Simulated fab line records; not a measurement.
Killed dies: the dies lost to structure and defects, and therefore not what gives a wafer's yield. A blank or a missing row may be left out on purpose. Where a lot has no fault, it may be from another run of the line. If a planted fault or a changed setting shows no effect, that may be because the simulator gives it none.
2 desks, one fault / flow rit_cmos / what lay behind the numbers comes last; until then each desk has only its own

TOOL OWNER'S DESK, rie_si-02
The tool's own readings at RIT_GATE_ETCH_19 (etches poly-Si in SF6/CHF3/O2, stops on SiO2, time 165 s, target depth 312.5 nm): means of the sampled wafers that have a number, for each lot that ran on this tool. Marked OUT: a lot whose mean sits more than 4 standard deviations from the usual mean, which makes it out of limits; the brackets give that distance.
Columns: A = drypump_motor_current_A at RIT_GATE_ETCH_19, usual 5.8 A; B = oes_product_au at RIT_GATE_ETCH_19, usual 0.858 a.u.; C = throttle_valve_pct at RIT_GATE_ETCH_19, usual 10.22 %
lot=L741; first seen here=day 3 06:39; A=6.6; B=0.847; C=10.20
lot=L743; first seen here=day 3 17:50; A=6.6; B=0.854; C=10.29
lot=L745; first seen here=day 4 05:15; A=6.4; B=0.857; C=10.17
lot=L749; first seen here=day 4 23:19; A=6.4; B=0.847; C=10.27
This desk's finding: nothing out of limits on any of the 4 lots.

THE METROLOGY DESK
What the gauges read for every lot (on any tool): the sampled wafers with a number, averaged. Marked OUT: a lot whose mean sits more than 4 standard deviations from the usual mean, which makes it out of limits; the brackets give that distance.
Columns: A = cd_nm at RIT_ACTIVE_CD_MEAS_11, usual 1400.3 nm; B = PRETRO_TW at RIT_PRETRO_TW_MEAS_10, usual 475.6
lot=L738; first seen here=day 1 14:34; A=1398.6; B=474.6
lot=L740; first seen here=day 2 00:28; A=1401.8; B=479.7
lot=L741; first seen here=day 2 05:34; A=1395.9; B=474.3
lot=L742; first seen here=day 2 11:07; A=1398.3; B=478.4
lot=L743; first seen here=day 2 16:52; A=1397.9; B=470.8
lot=L744; first seen here=day 2 23:27; A=1400.1; B=477.3
lot=L745; first seen here=day 3 02:53; A=1402.2; B=476.9
lot=L749; first seen here=day 3 22:04; A=1398.2; B=474.1
lot=L750; first seen here=day 4 03:34; A=1397.2; B=474.6
lot=L754; first seen here=day 5 00:28; A=1401.9; B=475.5
lot=L756; first seen here=day 5 08:56; A=1396.5; B=473.7
lot=L758; first seen here=day 5 18:46; A=1399.8; B=474.8
lot=L760; first seen here=day 6 04:47; A=1399.9; B=473.7
This desk's finding: nothing out of limits on any of the 13 lots.

ALL TOGETHER
The desk of the tool owner found nothing out of limits.
Nothing out of limits was seen by the metrology desk.

WHAT THE SIMULATOR HAD PUT IN
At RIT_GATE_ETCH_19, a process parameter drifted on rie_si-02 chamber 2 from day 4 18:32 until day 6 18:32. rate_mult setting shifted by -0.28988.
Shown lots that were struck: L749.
